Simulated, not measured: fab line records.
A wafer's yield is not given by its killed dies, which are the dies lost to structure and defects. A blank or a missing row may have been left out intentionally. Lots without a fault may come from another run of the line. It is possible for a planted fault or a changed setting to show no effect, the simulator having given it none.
What tool caused it? || flow rit_cmos || 42 wafers from 14 lots sampled at 3 of the route's 202 steps

## WHAT EACH GAUGE READ, for each wafer
RIT_SDANNEAL_RS_MEAS_04: the measuring method here is four-point-probe.
{"lot": "L758", "measured": "day 3 13:52", "on": "film_metro-01", "PSD_RS (ohm/sq)": "115.70 116.38 115.78"}
{"lot": "L761", "measured": "day 4 09:29", "on": "film_metro-01", "PSD_RS (ohm/sq)": "115.54 115.46 115.47"}
{"lot": "L762", "measured": "day 4 15:17", "on": "film_metro-02", "PSD_RS (ohm/sq)": "115.99 116.24 115.64"}
{"lot": "L763", "measured": "day 4 15:25", "on": "film_metro-01", "PSD_RS (ohm/sq)": "113.09 112.96 113.14"}
{"lot": "L764", "measured": "day 4 18:42", "on": "film_metro-03", "PSD_RS (ohm/sq)": "115.83 115.92 115.62"}
{"lot": "L765", "measured": "day 5 04:40", "on": "film_metro-02", "PSD_RS (ohm/sq)": "112.81 113.00 112.97"}
{"lot": "L770", "measured": "day 6 00:31", "on": "film_metro-03", "PSD_RS (ohm/sq)": "115.93 116.12 116.24"}
{"lot": "L772", "measured": "day 6 09:08", "on": "film_metro-02", "PSD_RS (ohm/sq)": "115.72 115.37 115.75"}
{"lot": "L774", "measured": "day 6 21:10", "on": "film_metro-01", "PSD_RS (ohm/sq)": "115.95 115.66 115.92"}
{"lot": "L776", "measured": "day 7 07:47", "on": "film_metro-01", "PSD_RS (ohm/sq)": "115.99 115.78 116.03"}
{"lot": "L777", "measured": "day 7 13:19", "on": "film_metro-03", "PSD_RS (ohm/sq)": "115.97 116.11 116.07"}
{"lot": "L778", "measured": "day 7 22:44", "on": "film_metro-02", "PSD_RS (ohm/sq)": "116.03 115.59 116.14"}
{"lot": "L779", "measured": "day 8 02:42", "on": "film_metro-02", "PSD_RS (ohm/sq)": "115.77 115.54 115.61"}
{"lot": "L780", "measured": "day 8 06:16", "on": "film_metro-03", "PSD_RS (ohm/sq)": "115.60 115.43 115.71"}

RIT_SDANNEAL_RS_MEAS_06: the measuring method here is four-point-probe.
{"lot": "L758", "measured": "day 3 14:07", "on": "film_metro-01", "PLDD_RS (ohm/sq)": "178.4 178.5 178.4"}
{"lot": "L761", "measured": "day 4 09:43", "on": "film_metro-01", "PLDD_RS (ohm/sq)": "178.3 178.6 177.8"}
{"lot": "L762", "measured": "day 4 15:31", "on": "film_metro-02", "PLDD_RS (ohm/sq)": "179.3 178.8 178.8"}
{"lot": "L763", "measured": "day 4 15:39", "on": "film_metro-01", "PLDD_RS (ohm/sq)": "175.7 174.9 175.6"}
{"lot": "L764", "measured": "day 4 18:56", "on": "film_metro-03", "PLDD_RS (ohm/sq)": "178.2 178.3 178.4"}
{"lot": "L765", "measured": "day 5 04:55", "on": "film_metro-02", "PLDD_RS (ohm/sq)": "175.6 176.0 175.8"}
{"lot": "L770", "measured": "day 6 00:46", "on": "film_metro-03", "PLDD_RS (ohm/sq)": "178.8 178.6 178.7"}
{"lot": "L772", "measured": "day 6 09:23", "on": "film_metro-02", "PLDD_RS (ohm/sq)": "178.6 178.5 178.8"}
{"lot": "L774", "measured": "day 6 21:24", "on": "film_metro-01", "PLDD_RS (ohm/sq)": "178.9 178.6 178.9"}
{"lot": "L776", "measured": "day 7 08:02", "on": "film_metro-01", "PLDD_RS (ohm/sq)": "178.2 178.3 178.2"}
{"lot": "L777", "measured": "day 7 13:34", "on": "film_metro-03", "PLDD_RS (ohm/sq)": "178.8 179.3 179.1"}
{"lot": "L778", "measured": "day 7 22:58", "on": "film_metro-02", "PLDD_RS (ohm/sq)": "178.9 178.7 179.0"}
{"lot": "L779", "measured": "day 8 02:56", "on": "film_metro-02", "PLDD_RS (ohm/sq)": "178.4 178.3 178.0"}
{"lot": "L780", "measured": "day 8 06:30", "on": "film_metro-03", "PLDD_RS (ohm/sq)": "178.2 178.1 177.6"}

## EACH LOT AND THE TOOL THAT RAN IT (in order: tool; ch and the chambers of the sampled wafers; start)
{"lot": "L758", "RIT_SDANNEAL_RTA_03": "rtp_anneal-01 ch 0, day 3 13:48"}
{"lot": "L761", "RIT_SDANNEAL_RTA_03": "rtp_anneal-02 ch 0, day 4 09:26"}
{"lot": "L762", "RIT_SDANNEAL_RTA_03": "rtp_anneal-01 ch 0, day 4 15:13"}
{"lot": "L763", "RIT_SDANNEAL_RTA_03": "rtp_anneal-02 ch 0, day 4 15:20"}
{"lot": "L764", "RIT_SDANNEAL_RTA_03": "rtp_anneal-01 ch 0, day 4 18:38"}
{"lot": "L765", "RIT_SDANNEAL_RTA_03": "rtp_anneal-02 ch 0, day 5 04:35"}
{"lot": "L770", "RIT_SDANNEAL_RTA_03": "rtp_anneal-01 ch 0, day 6 00:27"}
{"lot": "L772", "RIT_SDANNEAL_RTA_03": "rtp_anneal-01 ch 0, day 6 09:05"}
{"lot": "L774", "RIT_SDANNEAL_RTA_03": "rtp_anneal-01 ch 0, day 6 21:05"}
{"lot": "L776", "RIT_SDANNEAL_RTA_03": "rtp_anneal-01 ch 0, day 7 07:44"}
{"lot": "L777", "RIT_SDANNEAL_RTA_03": "rtp_anneal-02 ch 0, day 7 13:16"}
{"lot": "L778", "RIT_SDANNEAL_RTA_03": "rtp_anneal-01 ch 0, day 7 22:40"}
{"lot": "L779", "RIT_SDANNEAL_RTA_03": "rtp_anneal-02 ch 0, day 8 02:38"}
{"lot": "L780", "RIT_SDANNEAL_RTA_03": "rtp_anneal-01 ch 0, day 8 06:12"}
- RIT_SDANNEAL_RTA_03: time 5 s.

## WHAT THE TOOLS THEMSELVES READ (means of the sampled wafers that have a number; where no wafer has one, the mark that the record gives instead)
RIT_SDANNEAL_RTA_03.
{"lot": "L758", "tool": "rtp_anneal-01", "wafer_temp_C_max": 1053.6}
{"lot": "L761", "tool": "rtp_anneal-02", "wafer_temp_C_max": 1053.0}
{"lot": "L762", "tool": "rtp_anneal-01", "wafer_temp_C_max": 1053.4}
{"lot": "L763", "tool": "rtp_anneal-02", "wafer_temp_C_max": 1054.0}
{"lot": "L764", "tool": "rtp_anneal-01", "wafer_temp_C_max": 1053.5}
{"lot": "L765", "tool": "rtp_anneal-02", "wafer_temp_C_max": 1053.5}
{"lot": "L770", "tool": "rtp_anneal-01", "wafer_temp_C_max": 1053.6}
{"lot": "L772", "tool": "rtp_anneal-01", "wafer_temp_C_max": 1053.3}
{"lot": "L774", "tool": "rtp_anneal-01", "wafer_temp_C_max": 1053.9}
{"lot": "L776", "tool": "rtp_anneal-01", "wafer_temp_C_max": 1053.8}
{"lot": "L777", "tool": "rtp_anneal-02", "wafer_temp_C_max": 1055.3}
{"lot": "L778", "tool": "rtp_anneal-01", "wafer_temp_C_max": 1053.7}
{"lot": "L779", "tool": "rtp_anneal-02", "wafer_temp_C_max": 1053.5}
{"lot": "L780", "tool": "rtp_anneal-01", "wafer_temp_C_max": 1053.2}

## THE ANSWER, worked out from the rows above alone
Rule: what is usual is taken from the lots themselves. The widest of any qualifying gaps counts: lots, ordered by their means at a reading, are off when they make up no more than a third of the lots, leave a main group of 4 or more, and stand apart from it by 3 or more times the standard deviation of that group's means. A main group is skipped when, at the precision printed for the reading in the tables above, its means are all equal. A lot without any number at a reading at which 4 lots or more have one is off too. Where the step has rows for the other lots, those lots are counted as sound. The gauges are gone through in route order, then the tools' own readings, and for those a lot's mean is taken as printed above. At the first step where some lot is off, the reading lying furthest off is the one used; lots without a number count as furthest.
Off: L763, L765, seen at RIT_SDANNEAL_RS_MEAS_04 (PSD_RS). For the main group the mean is 115.82 ohm/sq and the standard deviation 0.19.
If a tool, at a process step before that reading, ran all the lots that are off and no sound lot after the first of them, it fits. Gauges at RIT_SDANNEAL_RS_MEAS_04: tried the same way as those tools. Not one of the candidates tried fits.

## WHAT WAS PUT IN BY THE SIMULATOR
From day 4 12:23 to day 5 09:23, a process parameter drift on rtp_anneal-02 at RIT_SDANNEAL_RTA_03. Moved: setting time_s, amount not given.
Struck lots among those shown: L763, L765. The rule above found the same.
